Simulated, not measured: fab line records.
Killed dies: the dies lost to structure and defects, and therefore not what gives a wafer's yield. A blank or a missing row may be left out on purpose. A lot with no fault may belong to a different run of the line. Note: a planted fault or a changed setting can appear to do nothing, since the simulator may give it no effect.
A sampling plan put to the test + flow berkeleyCmos170 + 11 faults told of in these records, all on one fab line, each judged by the records of the lots it struck
The plan consists of the line's own looks: route steps at which the wafer is read by a gauge or an inspection but not changed. Where struck wafers have a number at a look and the file lists that look's usual mean and standard deviation on fault-free wafers, the look can be judged. Caught: at a look after the fault's first step, the mean of the struck wafers lies 4 or more of those standard deviations (sigma) from the usual mean. On the tool: the same test on the tool's own readings at the fault's steps. It also counts as caught if the struck wafers ran another recipe or if their record alone is blank.

== THE FAULTS, as the simulator had put them in ==
1. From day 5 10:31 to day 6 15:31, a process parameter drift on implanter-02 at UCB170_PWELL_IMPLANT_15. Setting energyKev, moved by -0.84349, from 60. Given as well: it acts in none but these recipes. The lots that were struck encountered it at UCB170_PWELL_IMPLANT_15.
2. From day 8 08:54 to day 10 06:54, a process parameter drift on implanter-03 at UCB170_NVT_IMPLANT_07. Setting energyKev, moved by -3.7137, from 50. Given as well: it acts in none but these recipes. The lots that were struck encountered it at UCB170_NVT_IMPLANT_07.
3. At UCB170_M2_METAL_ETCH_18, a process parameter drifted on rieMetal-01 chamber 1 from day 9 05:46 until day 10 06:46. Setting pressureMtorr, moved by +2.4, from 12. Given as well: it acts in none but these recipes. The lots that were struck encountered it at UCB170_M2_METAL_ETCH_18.
4. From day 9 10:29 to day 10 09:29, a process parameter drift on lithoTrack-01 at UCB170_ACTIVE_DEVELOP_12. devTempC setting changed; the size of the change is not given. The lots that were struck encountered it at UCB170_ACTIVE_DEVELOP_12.
5. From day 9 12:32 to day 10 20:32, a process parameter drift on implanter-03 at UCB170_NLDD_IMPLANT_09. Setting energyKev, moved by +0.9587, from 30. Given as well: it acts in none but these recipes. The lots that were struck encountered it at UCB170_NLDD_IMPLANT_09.
6. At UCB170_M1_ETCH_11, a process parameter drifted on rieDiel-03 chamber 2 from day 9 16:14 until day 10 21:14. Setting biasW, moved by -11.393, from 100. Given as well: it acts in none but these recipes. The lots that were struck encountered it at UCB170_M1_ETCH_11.
7. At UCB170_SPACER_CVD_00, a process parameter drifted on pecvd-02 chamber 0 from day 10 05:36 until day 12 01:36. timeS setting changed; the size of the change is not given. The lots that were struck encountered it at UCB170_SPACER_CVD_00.
8. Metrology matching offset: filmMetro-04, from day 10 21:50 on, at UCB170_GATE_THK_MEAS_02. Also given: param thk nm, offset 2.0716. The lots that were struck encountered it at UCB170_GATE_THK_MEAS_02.
9. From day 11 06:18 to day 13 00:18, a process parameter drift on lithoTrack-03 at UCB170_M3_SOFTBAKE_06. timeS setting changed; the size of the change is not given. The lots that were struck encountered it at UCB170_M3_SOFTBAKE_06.
10. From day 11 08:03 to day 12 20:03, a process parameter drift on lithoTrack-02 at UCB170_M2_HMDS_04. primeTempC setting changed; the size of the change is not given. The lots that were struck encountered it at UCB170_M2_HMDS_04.
11. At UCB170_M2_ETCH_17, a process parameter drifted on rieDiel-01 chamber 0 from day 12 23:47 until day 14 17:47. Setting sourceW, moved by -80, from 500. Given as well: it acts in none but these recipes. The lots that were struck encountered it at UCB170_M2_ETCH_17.

== WHAT THE PLAN SAW ==
| fault | on the tool itself                       | first look that catches it                   | reading, sigma | median hours from its first step to that look | hours from the fault's start to the first struck lot there | judged looks passed uncaught |
|-------|------------------------------------------|----------------------------------------------|----------------|-----------------------------------------------|------------------------------------------------------------|------------------------------|
| 1     | beamEnergyKeV -42 sigma                  | no look after it can be judged               | -              | -                                             | -                                                          | 0                            |
| 2     | beamEnergyKeV -99 or beyond sigma        | not the one look that can be judged after it | -              | -                                             | -                                                          | 1                            |
| 3     | chamberPressureMTorr +99 or beyond sigma | no look after it can be judged               | -              | -                                             | -                                                          | 0                            |
| 4     | developerTempC +19 sigma                 | not the one look that can be judged after it | -              | -                                             | -                                                          | 1                            |
| 5     | beamEnergyKeV +97 sigma                  | no look after it can be judged               | -              | -                                             | -                                                          | 0                            |
| 6     | biasW -35 sigma                          | not the one look that can be judged after it | -              | -                                             | -                                                          | 1                            |
| 7     | runLengthS +4.2 sigma                    | not the one look that can be judged after it | -              | -                                             | -                                                          | 1                            |
| 8     | GATE_OXIDE_THK +13 sigma                 | not the one look that can be judged after it | -              | -                                             | -                                                          | 1                            |
| 9     | runLengthS +99 or beyond sigma           | not the one look that can be judged after it | -              | -                                             | -                                                          | 1                            |
| 10    | primeTempC -77 sigma                     | no look after it can be judged               | -              | -                                             | -                                                          | 0                            |
| 11    | rfFwdPowerW -32 sigma                    | no look after it can be judged               | -              | -                                             | -                                                          | 0                            |
A dash: the fault isn't caught, or these records don't give the number.

Caught at a look: 0 of 11. Caught on the tool: 11 of 11. By one or the other: 11 of 11.
Caught on the tool alone: faults 1, 2, 3, 4, 5, 6, 7, 8, 9, 10, 11.
